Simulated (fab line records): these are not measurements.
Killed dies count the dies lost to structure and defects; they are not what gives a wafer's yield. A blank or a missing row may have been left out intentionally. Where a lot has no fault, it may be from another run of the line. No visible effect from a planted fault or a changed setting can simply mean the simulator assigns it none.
Lot-split experiment ; flow berkeley_cmos170 ; on a route of 331 steps: 5 lots, 23 wafers read

ABOUT THE SPLIT
At UCB170_NSD_PEB_04, the setting peb_temp_c was moved away from the recipe's 130 C on 5 of the 23 wafers read, by -2.3% to -1.5%. This setting was run at the recipe's value on the other wafers.

FROM SPLIT TO READING: 1 step shown by the file between the two
- UCB170_NSD_DEVELOP_05: develop time 45 s

THE READING
Shown in nm: cd_nm at UCB170_NSD_CD_MEAS_06, with target cd 1200 nm. Fault-free wafers of this fab line usually give 1200.0 nm, standard deviation 1.3 nm.

wafer;tool, chamber at the split;peb_temp_c as run, C;against the recipe;cd_nm, nm;against lot-mates on the recipe
L074.1;litho_track-04, 0;130;recipe;1200.0;-
L074.3;litho_track-04, 0;130;recipe;1199.6;-
L074.4;litho_track-04, 0;130;recipe;1199.1;-
L074.5;litho_track-04, 0;130;recipe;1199.7;-
L074.6;litho_track-04, 0;130;recipe;1199.7;-
L076.1;litho_track-02, 0;128.1;-1.5%;1185.5;-13.7
L076.2;litho_track-02, 0;128.1;-1.5%;1185.1;-14.1
L076.4;litho_track-02, 0;128.1;-1.5%;1183.1;-16.1
L076.5;litho_track-02, 0;130;recipe;1199.2;-
L076.6;litho_track-02, 0;130;recipe;1199.2;-
L077.1;litho_track-03, 0;130;recipe;1201.6;-
L077.3;litho_track-03, 0;130;recipe;1201.3;-
L077.4;litho_track-03, 0;130;recipe;1201.5;-
L077.5;litho_track-03, 0;130;recipe;1201.0;-
L077.6;litho_track-03, 0;130;recipe;1201.8;-
L080.1;litho_track-03, 0;130;recipe;1199.9;-
L080.2;litho_track-03, 0;130;recipe;1199.8;-
L080.4;litho_track-03, 0;127;-2.3%;1177.2;-22.8
L080.5;litho_track-03, 0;130;recipe;1200.3;-
L080.6;litho_track-03, 0;127;-2.3%;1177.6;-22.4
L085.1;litho_track-03, 0;130;recipe;1199.5;-
L085.4;litho_track-03, 0;130;recipe;1200.8;-
L085.5;litho_track-03, 0;130;recipe;1200.0;-

FIT RESULTS
A straight line over all 23 wafers: cd_nm changes by +10.2 nm for each +1% of peb_temp_c; r = +0.99; the points scatter about the line by 0.96 nm.
The same after taking each lot's own level away (the mean of its wafers on the recipe; 23 wafers): +9.87 nm for each +1%; r = +1.00; scatter 0.51 nm.
According to that fit, moving peb_temp_c by its largest amount changes the reading by 23 nm.
From 1199.20 to 1201.44 nm: that is the span of the lots' own levels, equal to 1.7 times the standard deviation above.
Consequently the slope shifts little with the lot-to-lot level, the two slopes agreeing.
Check: with one of the wafers moved furthest among these (-2.3%) left out of the fit, the line predicts -22.8 nm for it against its lot-mates. It came out at -22.8 nm against them.

OTHER SPLITS ON THESE WAFERS
Note: prior to the reading, these wafers also went through further splits. Each is held against what the fit with the lots' levels taken away leaves over:
other split on the same wafers;wafers away from the commonest value;r with cd_nm (lot level and that fit taken away)
UCB170_START_OXIDATION_02 ox_time_s;10;+0.04
UCB170_NWELL_CVD_04 sih2cl2_flow_sccm;10;-0.11
UCB170_NWELL_ETCH_13 time_s;8;+0.13
UCB170_PWELL_CVD_05 sih2cl2_flow_sccm;18;+0.00
UCB170_PWELL_IMPLANT_15 dose_cm2;10;-0.20
UCB170_PVT_COAT_01 resist_thk_nm;5;+0.18
UCB170_NLDD_PEB_04 peb_temp_c;5;+0.02
UCB170_NLDD_IMPLANT_08 dose_cm2;9;-0.16
UCB170_PSD_PEB_04 peb_temp_c;5;+0.14

FILE'S OWN FIT
cd_nm changes by +9.86 nm for each +1% of peb_temp_c, r = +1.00.
